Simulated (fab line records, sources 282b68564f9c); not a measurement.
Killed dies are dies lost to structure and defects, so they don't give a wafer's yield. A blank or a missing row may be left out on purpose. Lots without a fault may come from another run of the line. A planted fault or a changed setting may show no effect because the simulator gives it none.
fab line records | flow rit_cmos
record lots=5 wafers=15 last_day=7
route steps=202 shown PWELL@44 WELLDRIVE@50 NWELL@51 NRETRO@53 M1@202
lots that met no fault: from a run of the same line without faults
start_h: hours from the record's first day to the start of the lot's first wafer shown | wait_h: hours since the lot's step before | " the same as in the row above | L1.1+2: a row that stands for several wafers | - no value, or no start given | * or withheld: withheld | < > ~ a bound
route shown NAME@n: a module of which the file shows steps, and the number in the route of the first | usual: mean/standard deviation of fault-free wafers | same: alike in all rows | chamber/n: place in a boat | sites: the reading at each site | _std_site: their standard deviation | _edge_site: outer sites' mean less inner sites' | radius_mm: how far each site lies from the wafer's centre | mask NAME#n: copy n | behind: the tool/chamber that last shaped the wafer | hold: why the lot was held/for how many hours/how that ended | device: the transistor (n, p or np) that didn't switch | end of line: the same wafers' tests at the end of the route | a step without rows: its recipe alone | killed: dies lost to structure and defects at the first sort, not the wafer's yield | map: a wafer's dies, x killed, . not, _ none there
set.NAME: the setting as run; set.NAME@STEP: as run at that earlier step | model.NAME: the simulator's own value behind a step, which no gauge read
lots at some steps of the route; a table a step, a row a wafer
services: from which hour (start_h, from the record's first day; less than 0 if before it) a tool's chamber was out of use, for how many hours, and why
## steps
# step RIT_PWELL_DEVELOP_05
# recipe resist=NOVOLAK develop_time_s=68 dev_temp_c=23
# step RIT_PWELL_OVL_MEAS_06
# usual PWELL_OVL=-0.1/1.3
# columns lot.wafer tool chamber start_h wait_h PWELL_OVL[nm]
L775.2 overlay-02 - 53.57 - -1.0
L775.4 " - " " -0.2
L775.6 " - " " -0.5
L776.1 overlay-01 - 59.87 - -0.8
L776.2 " - " " -1.9
L776.3 " - " " 0.8
L787.1 overlay-01 - 113.51 - -1.4
L787.3 " - " " 0.1
L787.4 " - " " 1.8
L788.3 overlay-01 - 119.78 - -0.3
L788.5 " - " " -1.5
L788.6 " - " " -0.9
L792.2 overlay-02 - 138.88 - 0.0
L792.3 " - " " -0.8
L792.5 " - " " -1.1
# step RIT_PWELL_HARDBAKE_07
# recipe resist=NOVOLAK temp_c=140 time_s=120
# step RIT_PWELL_IMPLANT_08
# recipe species=B energy_kev=169 dose_cm2=7e+13 tilt_deg=7
# step RIT_PWELL_STRIP_09
# recipe chemistry=O2 time_s=180 resist=NOVOLAK platen_temp_c=withheld power_w=500 pressure_mtorr=4000 o2_flow_sccm=4000
# usual drypump_motor_current_A=5.6/0.35 o2_flow_sccm=4001/12
# columns lot.wafer tool chamber start_h wait_h drypump_motor_current_A o2_flow_sccm rf_hours_counter_h
L775.2 plasma_asher-03 1 54.00 0.1 6.0 4021 40
L775.4 " 0 " " 5.5 3997 -
L775.6 " 1 " " 6.0 4002 -
L776.1 plasma_asher-02 0 60.31 0.1 5.3 4003 40
L776.2 " 1 " " 6.2 3997 40
L776.3 " 1 " " 6.1 4001 -
L787.1 plasma_asher-04 0 113.94 0.1 5.8 3989 34
L787.3 " 0 " " 5.7 3991 -
L787.4 " 1 " " 5.2 4006 -
L788.3 plasma_asher-03 0 120.26 0.1 5.5 4005 -
L788.5 " 0 " " 5.5 4011 -
L788.6 " 1 " " 6.0 3999 -
L792.2 plasma_asher-03 1 139.31 0.1 6.0 3972 49
L792.3 " 1 " " 6.0 3953 -
L792.5 " 0 " " 5.5 4022 -
# step RIT_PWELL_TW_MEAS_10
# usual PWELL_TW=955/11
# columns lot.wafer tool chamber start_h wait_h PWELL_TW
L775.2 film_metro-01 - 54.18 0.1 971
L775.4 " - " " 962
L775.6 " - " " 969
L776.1 film_metro-01 - 60.48 0.1 966
L776.2 " - " " 965
L776.3 " - " " 968
L787.1 film_metro-01 - 114.12 0.1 965
L787.3 " - " " 969
L787.4 " - " " 964
L788.3 film_metro-03 - 120.40 0.1 961
L788.5 " - " " 958
L788.6 " - " " 956
L792.2 film_metro-01 - 139.50 0.1 957
L792.3 " - " " 958
L792.5 " - " " 953
# step RIT_WELLDRIVE_ANNEAL_00
# recipe temp_c=1100 time_s=14700 ambient=N2
# step RIT_WELLDRIVE_RS_MEAS_01
# recipe thk_meas_gauge=four-point-probe
# usual NWELL_RS=275.4/0.97
# columns lot.wafer tool chamber start_h wait_h NWELL_RS[ohm/sq]
L775.2 film_metro-02 - 60.76 0.0 275.6
L775.4 " - " " 276.4
L775.6 " - " " 274.6
L776.1 film_metro-02 - 67.14 0.0 277.0
L776.2 " - " " 276.2
L776.3 " - " " 276.7
L787.1 film_metro-01 - 119.78 0.0 274.8
L787.3 " - " " 274.6
L787.4 " - " " 274.6
L788.3 film_metro-03 - 125.77 0.0 274.7
L788.5 " - " " 274.4
L788.6 " - " " 275.0
L792.2 film_metro-03 - 145.21 0.0 274.6
L792.3 " - " " 275.8
L792.5 " - " " 275.3
# step RIT_WELLDRIVE_RS_MEAS_02
# recipe thk_meas_gauge=four-point-probe
# usual PWELL_RS=430.0/1.4
# columns lot.wafer tool chamber start_h wait_h PWELL_RS[ohm/sq]
L775.2 film_metro-02 - 60.88 0.1 430.4
L775.4 " - " " 430.1
L775.6 " - " " 430.1
L776.1 film_metro-02 - 67.26 0.1 430.6
L776.2 " - " " 428.8
L776.3 " - " " 431.1
L787.1 film_metro-01 - 119.90 0.1 428.5
L787.3 " - " " 428.9
L787.4 " - " " 430.0
L788.3 film_metro-03 - 125.89 0.1 427.3
L788.5 " - " " 427.5
L788.6 " - " " 428.4
L792.2 film_metro-03 - 145.33 0.1 429.6
L792.3 " - " " 429.6
L792.5 " - " " 431.4
# step RIT_NRETRO_HMDS_00
# recipe prime_time_s=60 prime_temp_c=140
# step RIT_NRETRO_COAT_01
# recipe resist=NOVOLAK spin_rpm=2000 resist_thk_nm=1300
# step RIT_NRETRO_SOFTBAKE_02
# recipe resist=NOVOLAK temp_c=90 time_s=60
# step RIT_NRETRO_EXPOSE_03
# recipe mask_id=M4 na=0.57 target_cd_nm=43900 dose_mj=250
# usual stage_vel_mm_s=499.92/0.26
# same na=0.57
# columns lot.wafer tool chamber start_h wait_h mask stage_vel_mm_s
L775.2 iline_stepper-01 0 61.45 0.1 M4#0 499.92
L775.4 " 0 " " M4#0 499.77
L775.6 " 0 " " M4#0 500.21
L776.1 iline_stepper-01 0 67.83 0.1 M4_R1#0 499.80
L776.2 " 0 " " M4_R1#0 499.53
L776.3 " 0 " " M4_R1#0 500.41
L787.1 iline_stepper-02 0 120.60 0.1 M4#0 500.13
L787.3 " 0 " " M4#0 500.40
L787.4 " 0 " " M4#0 499.99
L788.3 iline_stepper-01 0 126.58 0.2 M4#0 499.62
L788.5 " 0 " " M4#0 500.19
L788.6 " 0 " " M4#0 500.19
L792.2 iline_stepper-01 0 146.03 0.2 M4#0 499.56
L792.3 " 0 " " M4#0 499.72
L792.5 " 0 " " M4#0 499.61
# step RIT_NRETRO_PEB_04
# recipe resist=NOVOLAK temp_c=withheld time_s=withheld
# step RIT_M1_PROBE_99
# usual killed_at_front_end=7/3.3 killed_dies=7/3.3 killed_open=3.5/2 killed_short=3.8/2.2
# same gross_dies=264 killed_at_M0_to_M3=0 killed_at_M4_up=0 killed_at_back_side=0 killed_at_contacts=0 killed_at_other=0
# columns lot.wafer tool chamber start_h wait_h killed_at_front_end killed_dies killed_open killed_short model.etest.retro_edge_nmos.off_log10_a_um
L775.2 prober-02 - 91.72 0.1 11 11 6 5 -10.14
L775.4 prober-02 - 91.82 0.2 10 10 5 5 -10.18
L775.6 prober-02 - 91.92 0.2 8 8 3 5 -10.21
L776.1 prober-01 - 97.88 0.1 4 4 2 2 -8.891
L776.2 prober-01 - 97.93 0.1 3 3 1 2 -8.635
L776.3 prober-01 - 97.98 0.2 6 6 2 4 -8.954
L787.1 prober-02 - 151.96 0.1 10 10 4 6 -10.16
L787.3 prober-02 - 152.06 0.2 8 8 2 6 -9.961
L787.4 prober-02 - 152.11 0.2 7 7 6 1 -9.963
L788.3 prober-01 - 154.77 0.2 8 8 3 4 -9.808
L788.5 prober-01 - 154.87 0.2 6 6 4 2 -9.835
L788.6 prober-01 - 154.92 0.2 4 4 2 2 -9.733
L792.2 prober-01 - 178.77 0.1 6 6 4 2 -9.868
L792.3 prober-01 - 178.82 0.2 4 4 2 2 -10.09
L792.5 prober-01 - 178.92 0.2 8 8 3 5 -10.49
# killed by level:class
L775.2 GATE:geometric_particle:open=3 GATE:geometric_particle:short=2 REOX:geometric_particle:open=2 FOX1:geometric_particle:short=1 SILICIDE:geometric_particle:open=1 REOX:geometric_particle:short=1 SILICIDE:geometric_particle:short=1
L775.4 GATE:geometric_particle:open=3 GATE:geometric_particle:short=3 REOX:geometric_particle:open=1 REOX:geometric_particle:short=1 SPACER:geometric_particle:open=1 SILICIDE:geometric_particle:short=1
L775.6 GATE:geometric_particle:short=3 FOX2:geometric_particle:open=1 FOX2:geometric_particle:short=1 GATE:geometric_particle:open=1 REOX:geometric_particle:open=1 SILICIDE:geometric_particle:short=1
L776.1 FOX1:geometric_particle:short=1 GATE:geometric_particle:open=1 SPACER:geometric_particle:open=1 SPACER:geometric_particle:short=1
L776.2 FOX1:geometric_particle:short=1 GATE:geometric_particle:open=1 REOX:geometric_particle:short=1
L776.3 FOX1:geometric_particle:short=1 FOX2:geometric_particle:short=1 GATE:geometric_particle:open=1 REOX:geometric_particle:open=1 SPACER:geometric_particle:short=1 SILICIDE:geometric_particle:short=1
L787.1 FOX1:geometric_particle:short=2 SPACER:geometric_particle:short=2 FOX1:geometric_particle:open=1 FOX2:geometric_particle:open=1 GATE:geometric_particle:short=1 REOX:geometric_particle:short=1 REOX:geometric_particle:open=1 SPACER:geometric_particle:open=1
L787.3 GATE:geometric_particle:short=2 REOX:geometric_particle:short=2 FOX1:geometric_particle:open=1 FOX2:geometric_particle:short=1 GATE:geometric_particle:open=1 SILICIDE:geometric_particle:short=1
L787.4 FOX1:geometric_particle:open=2 GATE:geometric_particle:open=2 FOX2:geometric_particle:open=1 GATE:geometric_particle:short=1 SPACER:geometric_particle:open=1
L788.3 GATE:geometric_particle:short=2 GATE:geometric_particle:open=2 FOX1:geometric_particle:short=1 FOX1:geometric_particle:open=1 SILICIDE:geometric_particle:short=1 NWELL:coat_microbubble_printed=1
L788.5 GATE:geometric_particle:open=3 FOX1:geometric_particle:open=1 FOX1:geometric_particle:short=1 GATE:geometric_particle:short=1
L788.6 ACTIVE:geometric_particle:open=1 GATE:geometric_particle:short=1 REOX:geometric_particle:short=1 SPACER:geometric_particle:open=1
L792.2 FOX1:geometric_particle:short=1 FOX1:geometric_particle:open=1 FOX2:geometric_particle:open=1 GATE:geometric_particle:short=1 GATE:geometric_particle:open=1 REOX:geometric_particle:open=1
L792.3 GATE:geometric_particle:open=2 GATE:geometric_particle:short=1 SPACER:geometric_particle:short=1
L792.5 GATE:geometric_particle:short=4 FOX1:geometric_particle:short=1 FOX1:geometric_particle:open=1 GATE:geometric_particle:open=1 SPACER:geometric_particle:open=1
## services
# columns tool chamber start_h hours kind
plasma_asher-03 - 45.49 2.8 repair
iline_stepper-01 - 49.53 1.7 pm
iline_stepper-01 - 71.82 3.2 repair
plasma_asher-03 - 78.11 4.9 repair
iline_stepper-01 - 94.47 6.9 repair
plasma_asher-02 - 108.75 9.0 pm
plasma_asher-02 0 108.75 9.0 vent_cycle
plasma_asher-02 1 108.75 9.0 vent_cycle
plasma_asher-02 0 117.75 - clean
plasma_asher-02 1 117.75 - clean
iline_stepper-01 0 138.15 - calibration
## key
first_sign step=RIT_NRETRO_EXPOSE_03 reading=mask direction=changed
effect none on later readings
model_effect step=RIT_M1_PROBE_99 value=etest.retro_edge_nmos.off_log10_a_um without=-10.16 struck=-8.827
met_at RIT_NRETRO_EXPOSE_03
struck_wafers L776.1,L776.2,L776.3
tester_left_out L776
onset_between 61.45 67.83
fault kind=wrong_mask tool=any chamber=- onset_h=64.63 steps=RIT_NRETRO_EXPOSE_03 aux_copy=M4_R1#0 cd_offset_nm=300 scope=struck_lots_only
# tester_left_out: of these lots the tester's yield and bins aren't shown, on N5 and GAA mostly nor the transistor test; their killed dies are dies lost to structure and defects alone, not to doping, threshold or leakage, so they don't give the yield
